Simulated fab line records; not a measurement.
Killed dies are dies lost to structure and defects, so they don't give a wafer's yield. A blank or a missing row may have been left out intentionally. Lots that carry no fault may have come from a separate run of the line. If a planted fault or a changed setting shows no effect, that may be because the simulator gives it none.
Split-lot experiment / flow berkeley_cmos170 / 5 lots, 23 wafers read, on a route of 331 steps

== THE SPLIT ITSELF ==
At UCB170_CONTACT_EXPOSE_12 (exposes mask CONT, target cd 700 nm), the setting dose_mj was moved away from the recipe's 35 on 7 of the 23 wafers read, by -3.5% to +5.5%. All remaining wafers had this setting at the recipe value.

== FROM THE SPLIT TO THE READING: what the file shows between them, 6 steps ==
- UCB170_CONTACT_PEB_13
- UCB170_CONTACT_DEVELOP_14: develop time 45 s
- UCB170_CONTACT_CD_MEAS_15: target cd 700 nm
- UCB170_CONTACT_ETCH_17: etches BARC in N2/H2
- UCB170_CONTACT_ETCH_18: etches PSG in CHF3/CF4/Ar, stops on TiSi2, target depth 840 nm, time 195 s
- UCB170_CONTACT_STRIP_19: strips in O2

== THE READING ==
cd_nm, in nm, at UCB170_CONTACT_CD_MEAS_90 (target cd 700 nm). A value of 700.2 nm with a standard deviation of 1.4 nm is what fault-free wafers of this fab line usually give.

wafer=L074.1; tool, chamber at the split=krf_scanner-01, 0; dose_mj as run=35; against the recipe=recipe; cd_nm, nm=699.5; against lot-mates on the recipe=-
wafer=L074.2; tool, chamber at the split=krf_scanner-01, 0; dose_mj as run=36.92; against the recipe=+5.5%; cd_nm, nm=710.1; against lot-mates on the recipe=+11.3
wafer=L074.4; tool, chamber at the split=krf_scanner-01, 0; dose_mj as run=36.92; against the recipe=+5.5%; cd_nm, nm=708.3; against lot-mates on the recipe=+9.5
wafer=L074.5; tool, chamber at the split=krf_scanner-01, 0; dose_mj as run=35; against the recipe=recipe; cd_nm, nm=697.7; against lot-mates on the recipe=-
wafer=L074.6; tool, chamber at the split=krf_scanner-01, 0; dose_mj as run=35; against the recipe=recipe; cd_nm, nm=699.1; against lot-mates on the recipe=-
wafer=L075.1; tool, chamber at the split=krf_scanner-02, 0; dose_mj as run=33.77; against the recipe=-3.5%; cd_nm, nm=696.4; against lot-mates on the recipe=-5.0
wafer=L075.2; tool, chamber at the split=krf_scanner-02, 0; dose_mj as run=33.77; against the recipe=-3.5%; cd_nm, nm=695.6; against lot-mates on the recipe=-5.8
wafer=L075.3; tool, chamber at the split=krf_scanner-02, 0; dose_mj as run=35; against the recipe=recipe; cd_nm, nm=701.8; against lot-mates on the recipe=-
wafer=L075.5; tool, chamber at the split=krf_scanner-02, 0; dose_mj as run=33.77; against the recipe=-3.5%; cd_nm, nm=696.4; against lot-mates on the recipe=-5.0
wafer=L075.6; tool, chamber at the split=krf_scanner-02, 0; dose_mj as run=35; against the recipe=recipe; cd_nm, nm=701.0; against lot-mates on the recipe=-
wafer=L076.1; tool, chamber at the split=krf_scanner-02, 0; dose_mj as run=35; against the recipe=recipe; cd_nm, nm=698.6; against lot-mates on the recipe=-
wafer=L076.2; tool, chamber at the split=krf_scanner-02, 0; dose_mj as run=35; against the recipe=recipe; cd_nm, nm=701.1; against lot-mates on the recipe=-
wafer=L076.3; tool, chamber at the split=krf_scanner-02, 0; dose_mj as run=35; against the recipe=recipe; cd_nm, nm=699.0; against lot-mates on the recipe=-
wafer=L076.4; tool, chamber at the split=krf_scanner-02, 0; dose_mj as run=35; against the recipe=recipe; cd_nm, nm=699.2; against lot-mates on the recipe=-
wafer=L076.5; tool, chamber at the split=krf_scanner-02, 0; dose_mj as run=35; against the recipe=recipe; cd_nm, nm=698.9; against lot-mates on the recipe=-
wafer=L078.1; tool, chamber at the split=krf_scanner-02, 0; dose_mj as run=35; against the recipe=recipe; cd_nm, nm=699.7; against lot-mates on the recipe=-
wafer=L078.2; tool, chamber at the split=krf_scanner-02, 0; dose_mj as run=36.83; against the recipe=+5.2%; cd_nm, nm=709.5; against lot-mates on the recipe=+9.7
wafer=L078.4; tool, chamber at the split=krf_scanner-02, 0; dose_mj as run=36.83; against the recipe=+5.2%; cd_nm, nm=711.2; against lot-mates on the recipe=+11.4
wafer=L078.5; tool, chamber at the split=krf_scanner-02, 0; dose_mj as run=35; against the recipe=recipe; cd_nm, nm=699.8; against lot-mates on the recipe=-
wafer=L078.6; tool, chamber at the split=krf_scanner-02, 0; dose_mj as run=35; against the recipe=recipe; cd_nm, nm=699.9; against lot-mates on the recipe=-
wafer=L080.4; tool, chamber at the split=krf_scanner-01, 0; dose_mj as run=35; against the recipe=recipe; cd_nm, nm=701.1; against lot-mates on the recipe=-
wafer=L080.5; tool, chamber at the split=krf_scanner-01, 0; dose_mj as run=35; against the recipe=recipe; cd_nm, nm=700.3; against lot-mates on the recipe=-
wafer=L080.6; tool, chamber at the split=krf_scanner-01, 0; dose_mj as run=35; against the recipe=recipe; cd_nm, nm=700.8; against lot-mates on the recipe=-

THE FIT
A straight line over all 23 wafers: cd_nm changes by +1.62 nm for each +1% of dose_mj; r = +0.96; the points scatter about the line by 1.3 nm.
The same after taking each lot's own level away (the mean of its wafers on the recipe; 23 wafers): +1.83 nm for each +1%; r = +0.99; scatter 0.83 nm.
That fit puts the effect of the largest move of dose_mj on the reading at 10 nm.
The span of the lots' own levels, 698.77 to 701.40 nm, comes to 1.9 times the standard deviation stated above.
So the lot-to-lot level changes the slope: the two fits differ.
Check: with one of the wafers moved furthest among these (+5.5%) left out of the fit, the line predicts +10 nm for it against its lot-mates. Against them it came out at +11.3 nm.

== OTHER SPLITS APPLIED TO THESE WAFERS ==
Note: prior to the reading, these wafers also went through further splits. Each is held against what the fit with the lots' levels taken away leaves over:
other split on the same wafers=UCB170_SILICIDE_SPUTTER_01 power_w; wafers away from the commonest value=10; r with cd_nm (lot level and that fit taken away)=+0.23
other split on the same wafers=UCB170_CONTACT_COAT_04 resist_thk_nm; wafers away from the commonest value=8; r with cd_nm (lot level and that fit taken away)=+0.22

== THE WHOLE CHAIN: every reading that the file lists as answering this split, in the file's order ==
step=UCB170_CONTACT_CD_MEAS_15; what it does=target cd 700 nm; reading=cd_nm; change (the file's fit)=+1.78 nm for each +1% of the setting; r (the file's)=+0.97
step=UCB170_CONTACT_ETCH_17; what it does=etches BARC in N2/H2; reading=CONTACT.cd_nm (the simulator's own value, which no gauge read); change (the file's fit)=+1.82 nm for each +1% of the setting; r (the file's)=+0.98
step=UCB170_CONTACT_ETCH_18; what it does=etches PSG in CHF3/CF4/Ar, stops on TiSi2, target depth 840 nm, time 195 s; reading=CONTACT.cd_nm (the simulator's own value, which no gauge read); change (the file's fit)=+1.88 nm for each +1% of the setting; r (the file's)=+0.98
step=UCB170_CONTACT_CD_MEAS_90; what it does=target cd 700 nm; reading=cd_nm; change (the file's fit)=+1.88 nm for each +1% of the setting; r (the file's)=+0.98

== FILE'S OWN FIT ==
cd_nm changes by +1.88 nm for each +1% of dose_mj, r = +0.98.
